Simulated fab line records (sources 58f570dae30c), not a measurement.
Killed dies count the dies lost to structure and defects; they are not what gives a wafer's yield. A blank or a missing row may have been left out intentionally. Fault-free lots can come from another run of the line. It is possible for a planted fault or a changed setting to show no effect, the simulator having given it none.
8D (eight disciplines) problem report, filled in by code + flow berkeleyCmos170 + the parts of the form that need people (team, actions taken, sign-off) are left out

== 1. THE ISSUE ==
At UCB170_PWELL_PEB_11, heaterPowerTotalW averages 64.77 W over 6 wafers from 2 lots, while fault-free wafers read 56.80 W, standard deviation 0.046. So: +99 or more standard deviations from the usual mean.
First observed at day 6 05:35: wafer L137.1, on lithoTrack-02. At this step, 18 wafers from 6 lots have a number in the record. Rule for "out", or "out of limits": more than 4 standard deviations from the usual mean. The other wafers with a number count as sound.

== 2. WHAT IT IS; WHAT IT IS NOT ==
| question                    | is                            | is not                                                                   |
|-----------------------------|-------------------------------|--------------------------------------------------------------------------|
| which readings at this step | heaterPowerTotalW, plateTempC | -                                                                        |
| which lots                  | L137, L138                    | L128, L132, L140, L145                                                   |
| which wafers of those lots  | all that have a number        | -                                                                        |
| read on which tools         | lithoTrack-02                 | lithoTrack-01, lithoTrack-04                                             |
| when                        | from day 6 05:35              | up to then (6 sound wafers); but 6 sound wafers of L140, L145 came after |

== 3. THE SUSPECTS, EACH WITH WHAT RULES IT OUT ==
Counting: a tool at any process step up to the reading remains a suspect when it ran all the lots that are out and ran no sound lot after the first of those.
- lithoTrack-02 at UCB170_PWELL_PEB_11: kept. It processed each lot that is out, first L137 at day 6 05:35, and no sound lot thereafter; up to then, the last sound lot it processed was L132 at day 5 01:28. On those wafers its own readings are out: heaterPowerTotalW, plateTempC.
Left after counting: lithoTrack-02 at UCB170_PWELL_PEB_11.

== 4. THE CAUSE (what the simulator had put in) ==
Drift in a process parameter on lithoTrack-02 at UCB170_PWELL_PEB_11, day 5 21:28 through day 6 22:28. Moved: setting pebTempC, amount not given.
Counting left only this tool.

== 5. THE EFFECT CHAIN, in route order ==
One row per reading whose mean, taken over the struck wafers that have a number, lies over 3 standard deviations from the usual. Only readings whose record carries a usual standard deviation are examined. hours: median over the lots of the time between each lot's start at the first step of this table that gives one and its start at this step. sigmas: the change, counted in usual standard deviations.
| hours | step                | reading           | usual    | on struck wafers | change | sigmas      |
|-------|---------------------|-------------------|----------|------------------|--------|-------------|
| 0     | UCB170_PWELL_PEB_11 | heaterPowerTotalW | 56.80 W  | 64.77            | +7.97  | +99 or more |
| 0     | UCB170_PWELL_PEB_11 | plateTempC        | 130.00 C | 143.95           | +13.95 | +99 or more |
It contains these process steps:
- UCB170_PWELL_PEB_11
Later steps that measure or inspect, where all struck wafers having a row at the step show a number for every such reading and not one has moved that far: UCB170_PWELL_OVL_MEAS_13.

== 6. HOW IT WOULD HAVE BEEN CAUGHT EARLIER ==
In this record the first reading out of limits was taken at day 6 05:35, 8 hours after the fault began at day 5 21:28.
